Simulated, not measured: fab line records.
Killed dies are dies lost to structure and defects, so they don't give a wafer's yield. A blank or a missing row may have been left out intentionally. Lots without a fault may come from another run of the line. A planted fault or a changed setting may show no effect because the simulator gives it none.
Which of the tools did it? + flow rit_cmos + 13 lots, 39 wafers sampled, at 2 steps of a route of 202

## WHAT THE GAUGES READ, wafer by wafer
The record lacks any reading of a measuring or inspecting step that a usual standard deviation could be used to judge.

## WHICH TOOL RAN EACH LOT (tool, then ch and the chambers of the sampled wafers, then the start)
| lot  | RIT_SPACER_ETCHBACK_05            | RIT_M1_PROBE_99        |
|------|-----------------------------------|------------------------|
| L160 | rie_diel-01 ch 2,3, day 2 22:52   | -                      |
| L161 | rie_diel-04 ch 0,2,3, day 3 07:50 | -                      |
| L162 | rie_diel-01 ch 0,1, day 3 12:30   | -                      |
| L163 | rie_diel-03 ch 0,2,3, day 3 15:59 | -                      |
| L164 | rie_diel-03 ch 1,2,3, day 3 19:56 | -                      |
| L165 | rie_diel-01 ch 1,2, day 4 03:46   | -                      |
| L166 | rie_diel-03 ch 0,2, day 4 08:25   | -                      |
| L167 | rie_diel-04 ch 0,1,3, day 4 10:37 | -                      |
| L168 | rie_diel-01 ch 1,2,3, day 4 15:19 | -                      |
| L176 | rie_diel-01 ch 0,2,3, day 6 07:30 | prober-02, day 6 19:44 |
| L177 | rie_diel-01 ch 0,2,3, day 6 10:53 | -                      |
| L179 | rie_diel-04 ch 1,2, day 6 22:26   | -                      |
| L183 | rie_diel-04 ch 1,2,3, day 7 17:38 | -                      |
- RIT_SPACER_ETCHBACK_05: etches Si3N4 in SF6/CHF3, stops on SiO2, target depth 250 nm, time 240 s.
- RIT_M1_PROBE_99

## AS READ BY THE TOOLS THEMSELVES (means over the sampled wafers that have a number; for cases with no such wafer, the mark the record gives instead)
RIT_SPACER_ETCHBACK_05.
| lot  | tool        | drypump_motor_current_A (A) | oes_product_au (a.u.) | rf_fwd_power_W (W) | throttle_valve_pct (%) |
|------|-------------|-----------------------------|-----------------------|--------------------|------------------------|
| L160 | rie_diel-01 | 5.93                        | 0.822                 | 249.5              | 10.17                  |
| L161 | rie_diel-04 | 5.83                        | 0.816                 | 249.1              | 10.13                  |
| L162 | rie_diel-01 | 6.08                        | 0.844                 | 249.4              | 10.23                  |
| L163 | rie_diel-03 | 5.91                        | 0.831                 | 250.2              | 10.29                  |
| L164 | rie_diel-03 | 5.66                        | 0.829                 | 248.5              | 10.27                  |
| L165 | rie_diel-01 | 5.94                        | 0.838                 | 249.5              | 10.24                  |
| L166 | rie_diel-03 | 5.76                        | 0.836                 | 249.8              | 10.26                  |
| L167 | rie_diel-04 | 5.67                        | 0.825                 | 249.8              | 10.29                  |
| L168 | rie_diel-01 | 6.00                        | 0.836                 | 249.1              | 10.18                  |
| L176 | rie_diel-01 | 5.97                        | 0.828                 | 349.2              | 10.17                  |
| L177 | rie_diel-01 | 5.99                        | 0.822                 | 349.3              | 10.17                  |
| L179 | rie_diel-04 | 5.89                        | 0.831                 | 250.3              | 10.41                  |
| L183 | rie_diel-04 | 5.78                        | 0.839                 | 248.7              | 10.26                  |

RIT_M1_PROBE_99.
| lot  | tool      | killed_at_contacts | killed_at_front_end | killed_dies | killed_open | killed_short |
|------|-----------|--------------------|---------------------|-------------|-------------|--------------|
| L176 | prober-02 | 0.0                | 7.0                 | 7.0         | 4.3         | 2.7          |

## THE ANSWER, worked out from the rows above alone
Rule: what is usual is taken from the lots themselves. The widest of any qualifying gaps counts: lots, ordered by their means at a reading, are off when they make up no more than a third of the lots, leave a main group of 4 or more, and stand apart from it by 3 or more times the standard deviation of that group's means. Not used: any main group whose means are identical at the precision the tables above print for the reading. Also off: a lot with no number at a reading for which 4 or more lots have one. Any other lot the step has rows for is counted as sound. After the gauges, taken in route order, come the tools' own readings; for these a lot's mean is taken, as printed above. The first step at which some lot is off is used, and at that step the reading that is off furthest; a lot without a number counts as furthest.
Off: L176, L177 (RIT_SPACER_ETCHBACK_05, rf_fwd_power_W). Mean 249.4 W and standard deviation 0.54 in the main group.
A tool fits if, at that step or a process step before it, it ran every lot that is off, and no sound lot after the first of them. One fits: RIT_SPACER_ETCHBACK_05 on rie_diel-01. A fault onset in the window from L168 (day 4 15:19, its last sound lot) to L176 (day 6 07:30, its first lot off) fits.
The tool's own readings at RIT_SPACER_ETCHBACK_05 bear it out: on the lots that are off they differ by more than 5 times the standard deviation of the sound lots' means. rf_fwd_power_W reads 349.2 W there against 249.4 W on the sound lots.

## WHAT THE SIMULATOR HAD INSERTED
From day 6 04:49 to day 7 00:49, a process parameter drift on rie_diel-01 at RIT_SPACER_ETCHBACK_05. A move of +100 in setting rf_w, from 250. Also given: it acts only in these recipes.
Struck lots among those shown: L176, L177. Same finding as the rule above.
